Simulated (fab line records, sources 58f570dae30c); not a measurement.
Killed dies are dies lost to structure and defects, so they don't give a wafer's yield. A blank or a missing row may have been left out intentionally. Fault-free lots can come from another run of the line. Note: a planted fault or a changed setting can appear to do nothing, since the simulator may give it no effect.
Matching of chambers ; flow berkeleyCmos170 ; UCB170_V2_CMP_02 on cmp-02: 4 sister chambers
The step polishes SiO2. 8 wafers are shown with their chamber, then 8 later ones without.

## WAFERS PAIRED WITH THEIR CHAMBERS
wafer;chamber;motorCurrentA (A);slurryFilterDpKPa (kPa)
L249.6;2;15.1;13.38
L247.2;1;15.8;13.49
L255.3;2;15.2;13.73
L255.5;0;14.1;13.25
L259.3;3;16.3;13.65
L259.5;1;16.6;13.39
L259.6;0;14.1;13.25
L266.1;3;16.3;13.56

## WAFERS WITH NO CHAMBER GIVEN
wafer;motorCurrentA (A);slurryFilterDpKPa (kPa)
L266.2;13.8;13.50
L266.4;14.4;13.38
L267.3;16.5;13.78
L267.4;14.2;13.76
L267.6;15.2;13.69
L262.1;16.1;13.43
L262.3;15.4;13.40
L262.4;13.3;13.55

## THE CHAMBER EACH PASSED THROUGH
wafer;from the rows above;in truth
L266.2;0;0
L266.4;can't be placed: 0 or 2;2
L267.3;can't be placed: 3 or 1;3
L267.4;can't be placed: 2 or 0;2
L267.6;2;2
L262.1;can't be placed: 1 or 3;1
L262.3;can't be placed: 2 or 1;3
L262.4;0;0
Correct placement for 3 of the 8. Can't be placed from these rows: 5 (the true chamber is among the candidates in 4). 0 placed wrongly.
How it was worked out, from the rows above alone: a wafer's distance from a chamber is the root of the sum, over the readings, of the square of ((its reading less the chamber's mean) divided by the reading's scatter). If the next closest chamber is less than 2 further off than the closest, the wafer can't be placed; otherwise it belongs to the closest. For every chamber, the mean is computed from those of its wafers that are shown. The scatter: the root of (the sum of the squares of (reading less its chamber's mean) over the shown wafers, divided by (wafers less chambers)).
